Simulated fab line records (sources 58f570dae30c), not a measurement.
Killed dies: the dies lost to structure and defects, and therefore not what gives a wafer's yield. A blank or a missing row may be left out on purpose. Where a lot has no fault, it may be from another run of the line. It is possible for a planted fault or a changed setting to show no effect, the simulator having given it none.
fab line records -- flow berkeley-cmos170 -- part 2 of 2: steps 27 to 35 of 35
record: lots: 5, wafers: 15, last-day: 10
route steps=331 shown PSD@179 NSD@187 BACKSIDE@199 SDANNEAL@204 PLDD@208 NLDD@209 SILICIDE@210
lots that met no fault: taken from a fault-free run of the same line
start-h: start of the lot's first displayed wafer, in hours after the record's first day -- wait-h: how many hours have passed since the lot's step before this one -- " as in the row above -- L1.1+2: a row that stands for several wafers -- - value missing, or start not given -- * or withheld: withheld -- < > ~ a bound
route shown NAME@n: NAME is a module with steps in the file, n the number in the route of the first one -- usual: mean and standard deviation over wafers with no fault -- same: alike in all rows -- chamber/n: place in a boat -- sites: the reading at each site -- _std_site: the values' standard deviation -- _edge_site: inner sites' mean taken away from outer sites' mean -- radius-mm: for every site, how far away it sits from the centre of the wafer -- mask NAME#n: copy n -- behind: the most recent tool/chamber to have shaped the wafer -- hold: cause of the lot's hold/its duration in hours/its outcome -- device: the transistor (n, p or np) that didn't switch -- end of line: the same wafers' tests at the end of the route -- for a step that has no rows: nothing shown but its recipe -- killed: not the wafer's yield, but the dies lost to structure and defects at the first sort -- map: a wafer's dies, x killed, . not, _ none there
set.NAME: the run value of the setting; set.NAME@STEP: its run value at that earlier step -- model.NAME: the simulator's own value behind a step, which no gauge read
lots at selected steps of the route; one table per step, one row per wafer
services: from which hour (start-h, from the record's first day; less than 0 if before it) a tool's chamber was out of use, for how many hours, and why
== steps ==
step: UCB170_SDANNEAL_RTA_01
recipe: temp-c: 1050, time-s: 5, ambient: N2
usual: anneal-temp-c-max: 1053.8/1.3, lamp-power-pct: 35.7/0.39, wafer_temp_C_max: 1056.3/2.8
lot.wafer,tool,chamber,start-h,wait-h,anneal-temp-c-max,lamp-power-pct,wafer_temp_C_max
L074.1,rtp-anneal-01,0,128.56,0.1,1051.9,35.3,1053.6
L074.4,rtp-anneal-01,0,128.56,0.1,1053.2,35.3,1053.7
L074.5,rtp-anneal-01,0,128.56,0.1,1052.5,35.3,1054.2
L080.2,rtp-anneal-01,0,162.11,0.1,1053.4,35.3,1053.3
L080.5,rtp-anneal-01,0,162.11,0.1,1053.2,35.3,1052.4
L080.6,rtp-anneal-01,0,162.11,0.1,1053.5,35.3,1054.9
L083.3,rtp-anneal-01,0,179.10,0.1,1052.5,35.3,1052.8
L083.4,rtp-anneal-01,0,179.10,0.1,1052.5,35.3,1053.6
L083.5,rtp-anneal-01,0,179.10,0.1,1053.5,35.3,1052.7
L084.1,rtp-anneal-01,0,198.15,0.1,1053.0,35.3,1055.3
L084.3,rtp-anneal-01,0,198.15,0.1,1052.4,35.2,1054.6
L084.6,rtp-anneal-01,0,198.15,0.1,1052.9,35.3,1054.9
L087.2,rtp-anneal-02,0,203.74,0.1,1054.1,36.0,1061.7
L087.3,rtp-anneal-02,0,203.74,0.1,1053.4,36.1,1060.1
L087.6,rtp-anneal-02,0,203.74,0.1,1054.1,36.0,1058.6
step: UCB170_SDANNEAL_RS_MEAS_02
recipe: thk-meas-gauge: four-point-probe
usual: PSD_RS: 75.5/0.33
lot.wafer,tool,chamber,start-h,wait-h,PSD_RS[ohm/sq]
L074.1,film-metro-03,-,128.62,0.0,75.5
L074.4,film-metro-03,-,128.62,0.0,75.9
L074.5,film-metro-03,-,128.62,0.0,75.5
L080.2,film-metro-04,-,162.18,0.1,75.5
L080.5,film-metro-04,-,162.18,0.1,75.6
L080.6,film-metro-04,-,162.18,0.1,75.3
L083.3,film-metro-03,-,179.18,0.1,75.8
L083.4,film-metro-03,-,179.18,0.1,75.7
L083.5,film-metro-03,-,179.18,0.1,76.1
L084.1,film-metro-03,-,198.20,0.0,75.0
L084.3,film-metro-03,-,198.20,0.0,75.3
L084.6,film-metro-03,-,198.20,0.0,75.5
L087.2,film-metro-02,-,203.86,0.1,75.7
L087.3,film-metro-02,-,203.86,0.1,75.5
L087.6,film-metro-02,-,203.86,0.1,75.5
step: UCB170_SDANNEAL_RS_MEAS_03
recipe: thk-meas-gauge: four-point-probe
usual: NSD_RS: 37.42/0.096
lot.wafer,tool,chamber,start-h,wait-h,NSD_RS[ohm/sq]
L074.1,film-metro-03,-,128.74,0.1,37.50
L074.4,film-metro-03,-,128.74,0.1,37.56
L074.5,film-metro-03,-,128.74,0.1,37.46
L080.2,film-metro-04,-,162.30,0.1,37.57
L080.5,film-metro-04,-,162.30,0.1,37.53
L080.6,film-metro-04,-,162.30,0.1,37.40
L083.3,film-metro-03,-,179.30,0.1,37.43
L083.4,film-metro-03,-,179.30,0.1,37.34
L083.5,film-metro-03,-,179.30,0.1,37.41
L084.1,film-metro-03,-,198.32,0.1,37.51
L084.3,film-metro-03,-,198.32,0.1,37.44
L084.6,film-metro-03,-,198.32,0.1,37.55
L087.2,film-metro-02,-,203.98,0.1,37.36
L087.3,film-metro-02,-,203.98,0.1,37.35
L087.6,film-metro-02,-,203.98,0.1,37.46
step: UCB170_SDANNEAL_RS_MEAS_04
recipe: thk-meas-gauge: four-point-probe
usual: PLDD_RS: 1032/3
lot.wafer,tool,chamber,start-h,wait-h,PLDD_RS[ohm/sq]
L074.1,film-metro-03,-,128.86,0.1,1037
L074.4,film-metro-03,-,128.86,0.1,1034
L074.5,film-metro-03,-,128.86,0.1,1034
L080.2,film-metro-04,-,162.42,0.1,1033
L080.5,film-metro-04,-,162.42,0.1,1036
L080.6,film-metro-04,-,162.42,0.1,1033
L083.3,film-metro-03,-,179.42,0.1,1039
L083.4,film-metro-03,-,179.42,0.1,1039
L083.5,film-metro-03,-,179.42,0.1,1038
L084.1,film-metro-03,-,198.44,0.1,1032
L084.3,film-metro-03,-,198.44,0.1,1033
L084.6,film-metro-03,-,198.44,0.1,1031
L087.2,film-metro-02,-,204.10,0.1,1036
L087.3,film-metro-02,-,204.10,0.1,1037
L087.6,film-metro-02,-,204.10,0.1,1036
step: UCB170_SDANNEAL_RS_MEAS_05
recipe: thk-meas-gauge: four-point-probe
usual: NLDD_RS: 616.4/1.4
lot.wafer,tool,chamber,start-h,wait-h,NLDD_RS[ohm/sq]
L074.1,film-metro-03,-,128.98,0.1,617.1
L074.4,film-metro-03,-,128.98,0.1,617.4
L074.5,film-metro-03,-,128.98,0.1,615.8
L080.2,film-metro-04,-,162.54,0.1,617.1
L080.5,film-metro-04,-,162.54,0.1,618.1
L080.6,film-metro-04,-,162.54,0.1,617.8
L083.3,film-metro-03,-,179.54,0.1,614.4
L083.4,film-metro-03,-,179.54,0.1,614.1
L083.5,film-metro-03,-,179.54,0.1,615.4
L084.1,film-metro-03,-,198.56,0.1,617.5
L084.3,film-metro-03,-,198.56,0.1,617.2
L084.6,film-metro-03,-,198.56,0.1,617.3
L087.2,film-metro-02,-,204.22,0.1,614.7
L087.3,film-metro-02,-,204.22,0.1,614.6
L087.6,film-metro-02,-,204.22,0.1,614.4
step: UCB170_SILICIDE_PRE_CLEAN_00
recipe: gas: Ar, preclean-etch-time-s: 60
lot.wafer,tool,chamber,start-h,wait-h
L074.1+4+5,pvd-sputter-03,-,129.10,0.1
L080.2+5+6,pvd-sputter-03,-,162.64,0.1
L083.3+4+5,pvd-sputter-04,-,179.62,0.1
L084.1+3+6,pvd-sputter-02,-,198.68,0.1
L087.2+3+6,pvd-sputter-02,-,204.32,0.1
step: UCB170_SILICIDE_SPUTTER_01
recipe: material: Ti, target-thk-nm: 30, time-s: 25, power-w: 1500, chamber-pressure-pa: 0.5
usual: chamber-pressure-pa: 0.5000/0.00093, throttle-valve-pct: 29.8/0.88
lot.wafer,tool,chamber,start-h,wait-h,chamber-pressure-pa,throttle-valve-pct
L074.1,pvd-sputter-03,-,129.17,0.0,0.5004,30.1
L074.4,pvd-sputter-03,-,129.17,0.0,0.5005,30.0
L074.5,pvd-sputter-03,-,129.17,0.0,0.5013,30.3
L080.2,pvd-sputter-03,-,162.70,0.0,0.5003,30.2
L080.5,pvd-sputter-03,-,162.70,0.0,0.4983,30.0
L080.6,pvd-sputter-03,-,162.70,0.0,0.5002,30.3
L083.3,pvd-sputter-04,-,179.69,0.0,0.5001,31.1
L083.4,pvd-sputter-04,-,179.69,0.0,0.5000,28.7
L083.5,pvd-sputter-04,-,179.69,0.0,0.5002,29.0
L084.1,pvd-sputter-02,-,198.75,0.0,0.5006,29.3
L084.3,pvd-sputter-02,-,198.75,0.0,0.4978,28.6
L084.6,pvd-sputter-02,-,198.75,0.0,0.5006,28.9
L087.2,pvd-sputter-02,-,204.38,0.0,0.4991,29.1
L087.3,pvd-sputter-02,-,204.38,0.0,0.5009,29.1
L087.6,pvd-sputter-02,-,204.38,0.0,0.5009,28.2
step: UCB170_SILICIDE_RS_MEAS_02
recipe: thk-meas-gauge: four-point-probe, reads: Ti_of_SILICIDE_SPUTTER_01
usual: SILICIDE_TI_RS: 25.99/0.28
lot.wafer,tool,chamber,start-h,wait-h,SILICIDE_TI_RS[ohm/sq]
L074.1,film-metro-01,-,129.20,0.0,26.03
L074.4,film-metro-01,-,129.20,0.0,25.83
L074.5,film-metro-01,-,129.20,0.0,25.78
L080.2,film-metro-02,-,162.75,0.0,26.14
L080.5,film-metro-02,-,162.75,0.0,25.90
L080.6,film-metro-02,-,162.75,0.0,26.03
L083.3,film-metro-01,-,179.76,0.1,26.19
L083.4,film-metro-01,-,179.76,0.1,25.90
L083.5,film-metro-01,-,179.76,0.1,26.15
L084.1,film-metro-02,-,198.78,0.0,25.79
L084.3,film-metro-02,-,198.78,0.0,25.57
L084.6,film-metro-02,-,198.78,0.0,25.64
L087.2,film-metro-01,-,204.44,0.0,25.95
L087.3,film-metro-01,-,204.44,0.0,26.03
L087.6,film-metro-01,-,204.44,0.0,25.73
step: UCB170_SILICIDE_THK_MEAS_03
recipe: thk-meas-gauge: xrf, reads: Ti_of_SILICIDE_SPUTTER_01
usual: SILICIDE_TI_THK: 30.2/0.31
lot.wafer,tool,chamber,start-h,wait-h,SILICIDE_TI_THK[nm]
L074.1,film-metro-01,-,129.32,0.1,30.2
L074.4,film-metro-01,-,129.32,0.1,30.4
L074.5,film-metro-01,-,129.32,0.1,30.3
L080.2,film-metro-02,-,162.86,0.1,29.6
L080.5,film-metro-02,-,162.86,0.1,30.0
L080.6,film-metro-02,-,162.86,0.1,29.8
L083.3,film-metro-01,-,179.86,0.1,29.9
L083.4,film-metro-01,-,179.86,0.1,30.3
L083.5,film-metro-01,-,179.86,0.1,30.0
L084.1,film-metro-02,-,198.90,0.1,30.1
L084.3,film-metro-02,-,198.90,0.1,30.5
L084.6,film-metro-02,-,198.90,0.1,30.3
L087.2,film-metro-01,-,204.55,0.1,30.5
L087.3,film-metro-01,-,204.55,0.1,30.4
L087.6,film-metro-01,-,204.55,0.1,30.7
== services ==
tool,chamber,start-h,hours,kind
plasma-asher-02,-,108.75,9.0,pm
plasma-asher-02,0,108.75,9.0,vent-cycle
plasma-asher-02,1,108.75,9.0,vent-cycle
plasma-asher-02,0,117.75,-,clean
plasma-asher-02,1,117.75,-,clean
plasma-asher-03,-,118.09,1.4,repair
krf-scanner-01,-,125.07,0.8,pm
krf-scanner-02,-,130.34,1.3,pm
pvd-sputter-02,-,133.76,1.7,repair
krf-scanner-01,-,138.25,0.8,pm
implanter-04,-,148.09,1.0,repair
implanter-03,-,160.66,6.1,pm
plasma-asher-02,-,163.56,12.4,repair
implanter-01,-,166.51,2.9,repair
implanter-03,-,166.75,6.3,pm
plasma-asher-01,-,169.20,2.8,pm
krf-scanner-01,-,174.03,1.3,pm
pvd-sputter-02,-,175.03,2.7,repair
krf-scanner-02,-,175.86,1.0,pm
krf-scanner-01,-,183.01,1.0,pm
plasma-asher-03,-,192.85,1.3,repair
implanter-01,-,193.68,1.0,repair
plasma-asher-01,-,195.90,1.2,repair
wet-bench-02,-,201.18,1.9,pm
